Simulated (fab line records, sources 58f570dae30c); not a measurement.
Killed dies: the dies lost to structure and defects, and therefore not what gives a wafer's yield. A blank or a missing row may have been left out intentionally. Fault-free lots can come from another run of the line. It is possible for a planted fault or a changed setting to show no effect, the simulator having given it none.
Matching of chambers || flow berkeleyCmos170 || UCB170_CONTACT_ETCH_17 on rieDiel-02: 4 sister chambers
The step etches BARC in N2/H2. 8 wafers are shown with their chamber, then 7 later ones without.

## WAFERS PAIRED WITH THEIR CHAMBERS
{"wafer": "L903.1", "chamber": 1, "drypumpMotorCurrentA (A)": 5.0, "throttleValvePct (%)": 13.33}
{"wafer": "L904.3", "chamber": 2, "drypumpMotorCurrentA (A)": 6.4, "throttleValvePct (%)": 13.29}
{"wafer": "L910.1", "chamber": 1, "drypumpMotorCurrentA (A)": 5.0, "throttleValvePct (%)": 13.32}
{"wafer": "L913.1", "chamber": 2, "drypumpMotorCurrentA (A)": 6.3, "throttleValvePct (%)": 13.26}
{"wafer": "L913.5", "chamber": 3, "drypumpMotorCurrentA (A)": 5.7, "throttleValvePct (%)": 13.33}
{"wafer": "L913.6", "chamber": 0, "drypumpMotorCurrentA (A)": 5.6, "throttleValvePct (%)": 13.50}
{"wafer": "L920.2", "chamber": 3, "drypumpMotorCurrentA (A)": 5.7, "throttleValvePct (%)": 13.34}
{"wafer": "L920.3", "chamber": 0, "drypumpMotorCurrentA (A)": 5.6, "throttleValvePct (%)": 13.50}

## WAFERS WHOSE CHAMBER IS MISSING
{"wafer": "L920.4", "drypumpMotorCurrentA (A)": 5.7, "throttleValvePct (%)": 13.33}
{"wafer": "L921.2", "drypumpMotorCurrentA (A)": 6.3, "throttleValvePct (%)": 13.26}
{"wafer": "L921.3", "drypumpMotorCurrentA (A)": 5.8, "throttleValvePct (%)": 13.33}
{"wafer": "L921.5", "drypumpMotorCurrentA (A)": 6.4, "throttleValvePct (%)": 13.26}
{"wafer": "L923.1", "drypumpMotorCurrentA (A)": 6.3, "throttleValvePct (%)": 13.26}
{"wafer": "L923.2", "drypumpMotorCurrentA (A)": 5.8, "throttleValvePct (%)": 13.33}
{"wafer": "L923.4", "drypumpMotorCurrentA (A)": 5.6, "throttleValvePct (%)": 13.50}

## WHICH CHAMBER EACH ONE RAN IN
{"wafer": "L920.4", "from the rows above": 3, "in truth": 3}
{"wafer": "L921.2", "from the rows above": 2, "in truth": 2}
{"wafer": "L921.3", "from the rows above": 3, "in truth": 3}
{"wafer": "L921.5", "from the rows above": 2, "in truth": 2}
{"wafer": "L923.1", "from the rows above": 2, "in truth": 2}
{"wafer": "L923.2", "from the rows above": 3, "in truth": 3}
{"wafer": "L923.4", "from the rows above": 0, "in truth": 0}
7 of 7 placed correctly. Number that these rows cannot place: 0. Placed wrongly: 0.
How it was worked out, from the rows above alone: a wafer's distance from a chamber is the root of the sum, over the readings, of the square of ((its reading less the chamber's mean) divided by the reading's scatter). If the next closest chamber is less than 2 further off than the closest, the wafer can't be placed; otherwise it belongs to the closest. The mean given for a chamber averages the wafers shown for that chamber. The scatter: the root of (the sum of the squares of (reading less its chamber's mean) over the shown wafers, divided by (wafers less chambers)).
